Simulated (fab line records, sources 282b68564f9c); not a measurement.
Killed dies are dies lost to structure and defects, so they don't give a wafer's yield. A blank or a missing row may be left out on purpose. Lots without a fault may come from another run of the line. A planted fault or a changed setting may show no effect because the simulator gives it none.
Which tool did it? | flow rit_cmos | 13 lots, 39 wafers sampled, at 4 steps of a route of 202

WHAT THE GAUGES READ, wafer by wafer
RIT_GATE_CD_MEAS_16: target cd 150 nm. Usual: cd_nm 149.9 nm, standard deviation 2.7.
lot  | measured    | on        | cd_nm (nm)        | flag
L891 | day 2 17:51 | cd_sem-02 | 150.1 151.1 154.7 |
L892 | day 3 01:40 | cd_sem-01 | 150.8 150.6 150.9 |
L895 | day 3 17:23 | cd_sem-02 | 147.1 146.1 145.6 |
L896 | day 3 18:45 | cd_sem-01 | 146.0 151.2 148.0 |
L897 | day 4 00:18 | cd_sem-02 | 148.9 151.6 149.5 |
L898 | day 4 04:56 | cd_sem-02 | 151.6 151.8 153.1 |
L900 | day 4 16:13 | cd_sem-02 | 150.8 150.6 149.3 |
L904 | day 5 08:17 | cd_sem-02 | 144.8 145.9 144.5 |
L907 | day 6 01:11 | cd_sem-01 | 150.4 149.6 149.6 |
L908 | day 6 03:48 | cd_sem-01 | 144.6 149.9 147.8 |
L909 | day 6 10:31 | cd_sem-01 | 153.2 154.2 154.2 |
L910 | day 6 16:40 | cd_sem-01 | 145.0 144.6 144.9 |
L914 | day 7 13:13 | cd_sem-02 | 152.9 152.4 152.3 |

RIT_SPACER_THK_MEAS_04. Usual: SPACER_NITRIDE_THK 251.7 nm, standard deviation 1.9.
lot  | measured    | on            | SPACER_NITRIDE_THK (nm) | flag
L891 | day 3 05:35 | film_metro-02 | 251.1 250.3 252.4       |
L892 | day 3 11:14 | film_metro-03 | 252.3 252.5 253.9       |
L895 | day 4 02:32 | film_metro-03 | 254.8 254.6 255.2       |
L896 | day 4 05:07 | film_metro-02 | 248.4 250.0 249.1       |
L897 | day 4 09:25 | film_metro-02 | 248.5 249.0 249.3       |
L898 | day 4 14:18 | film_metro-03 | 250.3 251.6 251.7       |
L900 | day 5 02:43 | film_metro-02 | 250.4 249.2 250.7       |
L904 | day 5 18:04 | film_metro-02 | 252.2 253.1 250.6       |
L907 | day 6 12:16 | film_metro-01 | 251.0 251.2 248.2       |
L908 | day 6 12:58 | film_metro-03 | 252.4 251.0 252.5       |
L909 | day 6 20:48 | film_metro-03 | 250.5 252.5 251.4       |
L910 | day 7 03:38 | film_metro-02 | 238.2 236.6 237.1       | OFF
L914 | day 7 22:13 | film_metro-01 | 249.6 248.6 250.4       |

WHICH TOOL RAN EACH LOT (tool, then ch and the chambers of the sampled wafers, then the start)
lot  | RIT_NRETRO_STRIP_09                 | RIT_SPACER_CVD_03
L891 | plasma_asher-01 ch 0,1, day 2 09:19 | lpcvd-01 ch 0, day 3 03:38
L892 | plasma_asher-02 ch 0,1, day 2 16:19 | lpcvd-01 ch 0, day 3 09:19
L895 | plasma_asher-04 ch 0,1, day 3 05:35 | lpcvd-01 ch 0, day 4 00:38
L896 | plasma_asher-01 ch 0,1, day 3 10:49 | lpcvd-01 ch 1, day 4 03:11
L897 | plasma_asher-04 ch 0,1, day 3 15:58 | lpcvd-02 ch 0, day 4 07:29
L898 | plasma_asher-04 ch 0,1, day 3 18:10 | lpcvd-02 ch 1, day 4 12:23
L900 | plasma_asher-01 ch 0,1, day 4 06:39 | lpcvd-01 ch 0, day 5 00:47
L904 | plasma_asher-04 ch 0,1, day 5 00:44 | lpcvd-02 ch 0, day 5 16:09
L907 | plasma_asher-04 ch 0,1, day 5 17:33 | lpcvd-01 ch 0, day 6 09:23
L908 | plasma_asher-04 ch 0,1, day 5 20:12 | lpcvd-02 ch 0, day 6 11:04
L909 | plasma_asher-04 ch 0,1, day 6 02:38 | lpcvd-01 ch 0, day 6 18:52
L910 | plasma_asher-01 ch 0,1, day 6 07:55 | lpcvd-02 ch 0, day 7 01:43
L914 | plasma_asher-04 ch 0,1, day 7 03:29 | lpcvd-01 ch 1, day 7 20:17
- RIT_NRETRO_STRIP_09: strips in O2, time 180 s.
- RIT_SPACER_CVD_03: deposits Si3N4 from SiH2Cl2/NH3, target thk 250 nm, time 3300 s.

WHAT THE TOOLS THEMSELVES READ (means of the sampled wafers that have a number; where no wafer has one, the mark that the record gives instead)
RIT_NRETRO_STRIP_09. Usual: drypump_motor_current_A 5.7 A, standard deviation 0.32.
lot  | tool            | drypump_motor_current_A (A) | flag
L891 | plasma_asher-01 | 5.4                         |
L892 | plasma_asher-02 | 5.7                         |
L895 | plasma_asher-04 | 5.9                         |
L896 | plasma_asher-01 | 5.4                         |
L897 | plasma_asher-04 | 5.9                         |
L898 | plasma_asher-04 | 5.7                         |
L900 | plasma_asher-01 | 5.4                         |
L904 | plasma_asher-04 | 5.7                         |
L907 | plasma_asher-04 | 5.8                         |
L908 | plasma_asher-04 | 5.9                         |
L909 | plasma_asher-04 | 5.9                         |
L910 | plasma_asher-01 | 5.4                         |
L914 | plasma_asher-04 | 5.7                         |

RIT_SPACER_CVD_03. Usual: pressure_mtorr 299.9 mTorr, standard deviation 0.55.
lot  | tool     | pressure_mtorr (mTorr) | flag
L891 | lpcvd-01 | 300.1                  |
L892 | lpcvd-01 | 299.8                  |
L895 | lpcvd-01 | 299.7                  |
L896 | lpcvd-01 | 299.7                  |
L897 | lpcvd-02 | 300.2                  |
L898 | lpcvd-02 | 299.8                  |
L900 | lpcvd-01 | 299.8                  |
L904 | lpcvd-02 | 299.3                  |
L907 | lpcvd-01 | 299.8                  |
L908 | lpcvd-02 | 299.7                  |
L909 | lpcvd-01 | 299.8                  |
L910 | lpcvd-02 | 240.8                  | OFF
L914 | lpcvd-01 | 300.8                  |

THE ANSWER, worked out from the rows above alone
Rule: a lot is off if the mean of its wafers that have a number lies more than 3 standard deviations from the usual mean. A lot without any number at a reading at which 4 lots or more have one is off too. The other lots that the step has rows for count as sound. The gauges are gone through in route order, then the tools' own readings, and for those a lot's mean is taken as printed above. The first step at which some lot is off is used, and at that step the reading that is off furthest; a lot without a number counts as furthest.
Off: L910, at RIT_SPACER_THK_MEAS_04 (SPACER_NITRIDE_THK).
A tool fits if, at a process step before that reading, it ran every lot that is off, and no sound lot after the first of them. The gauges at RIT_SPACER_THK_MEAS_04 aren't tried: what is off there is off at RIT_SPACER_CVD_03 too, on other tools, and a gauge's error can't cause that. Can't be told from this: 2 tools fit, plasma_asher-01 at RIT_NRETRO_STRIP_09, lpcvd-02 at RIT_SPACER_CVD_03.

WHAT THE SIMULATOR HAD PUT IN
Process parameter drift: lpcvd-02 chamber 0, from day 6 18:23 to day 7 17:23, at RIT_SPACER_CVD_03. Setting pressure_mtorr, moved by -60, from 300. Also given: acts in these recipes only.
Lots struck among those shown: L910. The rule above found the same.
